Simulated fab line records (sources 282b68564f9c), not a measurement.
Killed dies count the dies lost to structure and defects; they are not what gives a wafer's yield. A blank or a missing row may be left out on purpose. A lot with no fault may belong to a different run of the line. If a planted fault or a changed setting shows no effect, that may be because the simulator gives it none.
A struck lot beside a sound one | flow rit-cmos | 15 steps out of a route of 202
Sound: the wafers L997.1, L997.3, L997.4. The struck wafers were L106.2, L106.4, L106.6. At the end, the cause is stated.
Order at every step that has rows: each side's tool, ch and its chambers, its first start. Under that, the readings that differ: sound wafers | struck wafers | difference of the means | sigmas: that difference in standard deviations of wafers without a fault.
alike: words and numbers the same on both sides, and readings whose means are apart by under 2 such deviations; not compared: readings that were withheld, readings missing a value for some wafer, numbers with overlapping values and no deviation given by the record, and bounds like >300 which may hide the same value.
Wherever a step has rows on one side only, a row that says differs or no value, or a row with sigmas, the two part there. Numbers that have no deviation but don't overlap get no sigmas and don't part them. A reading that every wafer of one side lacks parts them only if that side has two wafers or more.

RIT_NSD_OVL_MEAS_06:
  sound on overlay-02 at day 4 03:28; struck on overlay-02 at day 5 23:05
  alike: NSD_OVL
then, 2 steps without rows for these wafers: RIT_NSD_HARDBAKE_07 (time 60 s); RIT_NSD_IMPLANT_08.
RIT_NSD_STRIP_09: strips in O2, time 180 s.
  sound on plasma-asher-04 ch 0,1, day 4 03:49; struck on plasma-asher-02 ch 0,1, day 5 23:25
  alike: drypump-motor-current-A
  not compared: rf-hours-counter-h
RIT_NSD_TW_MEAS_10:
  sound on film-metro-02 at day 4 03:59; struck on film-metro-01 at day 5 23:36
  alike: NSD_TW
then, 6 steps without rows for these wafers: RIT_PSD_HMDS_00 (prime time 60 s); RIT_PSD_COAT_01 (resist thk 1000 nm); RIT_PSD_SOFTBAKE_02 (time 60 s); RIT_PSD_EXPOSE_03 (exposes mask M10, target cd 40900 nm); RIT_PSD_PEB_04; RIT_PSD_DEVELOP_05 (develop time 50 s).
RIT_PSD_OVL_MEAS_06:
  sound on overlay-01 at day 4 05:01; struck on overlay-01 at day 6 00:31
  alike: PSD_OVL
RIT_PSD_HARDBAKE_07: time 60 s.
  sound on litho-track-04 ch 0, day 4 05:04; struck on litho-track-04 ch 0, day 6 00:34
  reading                                  | sound                | struck               | difference | sigmas
  heater-power-total-W (W)                 | 62.59 62.59 62.57    | 59.65 59.64 59.75    | -2.90      | -65
  plate-temp-C (C)                         | 140.06 139.98 140.05 | 135.24 135.20 135.36 | -4.76      | -34
  model.NOVOLAK_of_PSD_COAT_01.thk-nm (nm) | 882.9 884.9 884.7    | 891.7 890.3 890.5    | +6.7       |
  alike: resist-line-temp-C
then, 1 step without rows for these wafers: RIT_PSD_IMPLANT_08.
RIT_M1_PROBE_99:
  the record has rows for the struck wafers here (prober-02, day 6 08:58) and none for the sound ones

## WHERE THEY PART
First at RIT_PSD_HARDBAKE_07; last, within this record, at RIT_M1_PROBE_99.

WHY: what had been put in by the simulator
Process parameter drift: litho-track-04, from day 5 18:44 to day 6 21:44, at RIT_PSD_HARDBAKE_07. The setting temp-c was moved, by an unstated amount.
